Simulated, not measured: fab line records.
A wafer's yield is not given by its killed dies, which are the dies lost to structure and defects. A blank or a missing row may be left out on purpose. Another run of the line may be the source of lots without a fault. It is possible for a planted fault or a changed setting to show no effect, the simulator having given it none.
Which tool is to blame? -- flow berkeley_cmos170 -- 21 wafers sampled from 7 lots at 1 step of a route of 331

## WHAT THE GAUGES SHOWED, per wafer
UCB170_NWELL_THK_MEAS_05.
lot,measured,on,NWELL_NITRIDE_THK (nm)
L959,day 2 15:23,film_metro-02,226.6 225.6 227.4
L961,day 3 00:27,film_metro-03,226.0 226.7 225.1
L964,day 3 12:41,film_metro-03,223.4 223.2 224.4
L969,day 4 13:07,film_metro-04,226.9 226.0 226.0
L971,day 4 20:37,film_metro-04,223.9 225.3 225.5
L977,day 6 06:28,film_metro-04,223.0 222.7 222.3
L981,day 7 02:46,film_metro-02,229.5 229.0 228.0

## WHAT TOOL EACH LOT RAN ON (gives the tool, then ch and the chambers of the sampled wafers, and finally the start)
There is no process step in the record ahead of these readings.

## THE ANSWER, worked out from the rows above alone
Rule: what is usual is taken from the lots themselves. The widest of any qualifying gaps counts: lots, ordered by their means at a reading, are off when they make up no more than a third of the lots, leave a main group of 4 or more, and stand apart from it by 3 or more times the standard deviation of that group's means. If all means in a main group match to the digits the tables above print for the reading, that group is not used. Also off: a lot with no number at a reading for which 4 or more lots have one. Where the step has rows for the other lots, those lots are counted as sound.
Nothing can be told from this: no lot is off at any reading shown.

## WHAT WAS PUT IN BY THE SIMULATOR
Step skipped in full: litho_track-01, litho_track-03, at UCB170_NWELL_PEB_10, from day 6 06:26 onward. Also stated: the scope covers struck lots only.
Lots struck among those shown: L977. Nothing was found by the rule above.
